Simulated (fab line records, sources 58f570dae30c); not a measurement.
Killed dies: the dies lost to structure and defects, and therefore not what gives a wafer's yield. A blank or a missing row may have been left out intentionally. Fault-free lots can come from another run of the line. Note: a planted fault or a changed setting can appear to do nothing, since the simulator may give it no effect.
Split-lot experiment / flow berkeley-cmos170 / route with 331 steps; 5 lots, 23 wafers read

== THE SPLIT ITSELF ==
At UCB170_V2_EXPOSE_09 (exposes mask VIA2, target cd 700 nm), the setting dose-mj was moved away from the recipe's 37 on 4 of the 23 wafers read, by -5.1% to +3.1%. The other wafers ran this setting at the recipe's value.

== FROM THE SPLIT TO THE READING: what the file shows between them, 5 steps ==
- UCB170_V2_PEB_10
- UCB170_V2_DEVELOP_11: develop time 45 s
- UCB170_V2_CD_MEAS_12: target cd 700 nm
- UCB170_V2_ETCH_14: etches SiO2 in CHF3/CF4/Ar, stops on Al, target depth 1250 nm, time 291 s (also split here: rf-w)
- UCB170_V2_STRIP_15: strips in O2

== THE READING ==
Shown in nm: cd-nm at UCB170_V2_CD_MEAS_90, with target cd 700 nm. On this fab line, fault-free wafers typically give 699.9 nm with a standard deviation of 1.5 nm.

wafer=L074.1; tool, chamber at the split=krf-scanner-01, 0; dose-mj as run=37; against the recipe=recipe; cd-nm, nm=700.4; against lot-mates on the recipe=-
wafer=L074.2; tool, chamber at the split=krf-scanner-01, 0; dose-mj as run=37; against the recipe=recipe; cd-nm, nm=701.0; against lot-mates on the recipe=-
wafer=L074.3; tool, chamber at the split=krf-scanner-01, 0; dose-mj as run=38.14; against the recipe=+3.1%; cd-nm, nm=705.4; against lot-mates on the recipe=+4.9
wafer=L074.4; tool, chamber at the split=krf-scanner-01, 0; dose-mj as run=37; against the recipe=recipe; cd-nm, nm=700.0; against lot-mates on the recipe=-
wafer=L074.6; tool, chamber at the split=krf-scanner-01, 0; dose-mj as run=38.14; against the recipe=+3.1%; cd-nm, nm=704.8; against lot-mates on the recipe=+4.3
wafer=L077.1; tool, chamber at the split=krf-scanner-01, 0; dose-mj as run=37; against the recipe=recipe; cd-nm, nm=697.5; against lot-mates on the recipe=-
wafer=L077.2; tool, chamber at the split=krf-scanner-01, 0; dose-mj as run=37; against the recipe=recipe; cd-nm, nm=698.0; against lot-mates on the recipe=-
wafer=L077.3; tool, chamber at the split=krf-scanner-01, 0; dose-mj as run=37; against the recipe=recipe; cd-nm, nm=698.5; against lot-mates on the recipe=-
wafer=L077.4; tool, chamber at the split=krf-scanner-01, 0; dose-mj as run=37; against the recipe=recipe; cd-nm, nm=696.8; against lot-mates on the recipe=-
wafer=L077.5; tool, chamber at the split=krf-scanner-01, 0; dose-mj as run=37; against the recipe=recipe; cd-nm, nm=697.6; against lot-mates on the recipe=-
wafer=L082.1; tool, chamber at the split=krf-scanner-01, 0; dose-mj as run=35.11; against the recipe=-5.1%; cd-nm, nm=692.2; against lot-mates on the recipe=-9.7
wafer=L082.2; tool, chamber at the split=krf-scanner-01, 0; dose-mj as run=37; against the recipe=recipe; cd-nm, nm=701.2; against lot-mates on the recipe=-
wafer=L082.3; tool, chamber at the split=krf-scanner-01, 0; dose-mj as run=37; against the recipe=recipe; cd-nm, nm=701.2; against lot-mates on the recipe=-
wafer=L082.5; tool, chamber at the split=krf-scanner-01, 0; dose-mj as run=37; against the recipe=recipe; cd-nm, nm=703.2; against lot-mates on the recipe=-
wafer=L082.6; tool, chamber at the split=krf-scanner-01, 0; dose-mj as run=35.11; against the recipe=-5.1%; cd-nm, nm=690.5; against lot-mates on the recipe=-11.4
wafer=L083.1; tool, chamber at the split=krf-scanner-01, 0; dose-mj as run=37; against the recipe=recipe; cd-nm, nm=696.0; against lot-mates on the recipe=-
wafer=L083.2; tool, chamber at the split=krf-scanner-01, 0; dose-mj as run=37; against the recipe=recipe; cd-nm, nm=698.8; against lot-mates on the recipe=-
wafer=L083.3; tool, chamber at the split=krf-scanner-01, 0; dose-mj as run=37; against the recipe=recipe; cd-nm, nm=698.6; against lot-mates on the recipe=-
wafer=L083.5; tool, chamber at the split=krf-scanner-01, 0; dose-mj as run=37; against the recipe=recipe; cd-nm, nm=700.1; against lot-mates on the recipe=-
wafer=L083.6; tool, chamber at the split=krf-scanner-01, 0; dose-mj as run=37; against the recipe=recipe; cd-nm, nm=697.4; against lot-mates on the recipe=-
wafer=L085.2; tool, chamber at the split=krf-scanner-01, 0; dose-mj as run=37; against the recipe=recipe; cd-nm, nm=700.0; against lot-mates on the recipe=-
wafer=L085.4; tool, chamber at the split=krf-scanner-01, 0; dose-mj as run=37; against the recipe=recipe; cd-nm, nm=700.7; against lot-mates on the recipe=-
wafer=L085.5; tool, chamber at the split=krf-scanner-01, 0; dose-mj as run=37; against the recipe=recipe; cd-nm, nm=701.5; against lot-mates on the recipe=-

FIT RESULTS
A straight line over all 23 wafers: cd-nm changes by +1.65 nm for each +1% of dose-mj; r = +0.86; the points scatter about the line by 1.8 nm.
The same after taking each lot's own level away (the mean of its wafers on the recipe; 23 wafers): +1.9 nm for each +1%; r = +0.96; scatter 0.99 nm.
Per that fit: largest dose-mj move, reading shift of 9.7 nm.
From 697.68 to 701.87 nm: that is the span of the lots' own levels, equal to 2.8 times the standard deviation above.
In other words, the slope is changed by the lot-to-lot level; the two fits disagree.
Check: -10 nm against its lot-mates is what the line predicts for one of the wafers moved furthest among these (-5.1%) when that wafer is left out of the fit. It came out at -9.67 nm against them.

== ADDITIONAL SPLITS CARRIED BY THESE WAFERS ==
These wafers also went through other splits before the reading. Each is held against what the fit with the lots' levels taken away leaves over:
other split on the same wafers=UCB170_V2_ETCH_14 rf-w; wafers away from the commonest value=7; r with cd-nm (lot level and that fit taken away)=+0.32

== THE WHOLE CHAIN: every reading that the file lists as answering this split, in the file's order ==
step=UCB170_V2_CD_MEAS_12; what it does=target cd 700 nm; reading=cd-nm; change (the file's fit)=+1.88 nm for each +1% of the setting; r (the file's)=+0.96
step=UCB170_V2_ETCH_14; what it does=etches SiO2 in CHF3/CF4/Ar, stops on Al, target depth 1250 nm, time 291 s; reading=V2.cd-nm (the simulator's own value, which no gauge read); change (the file's fit)=+1.92 nm for each +1% of the setting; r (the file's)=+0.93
step=UCB170_V2_CD_MEAS_90; what it does=target cd 700 nm; reading=cd-nm; change (the file's fit)=+1.91 nm for each +1% of the setting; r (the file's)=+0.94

== FILE'S OWN FIT ==
cd-nm changes by +1.91 nm for each +1% of dose-mj, r = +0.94.
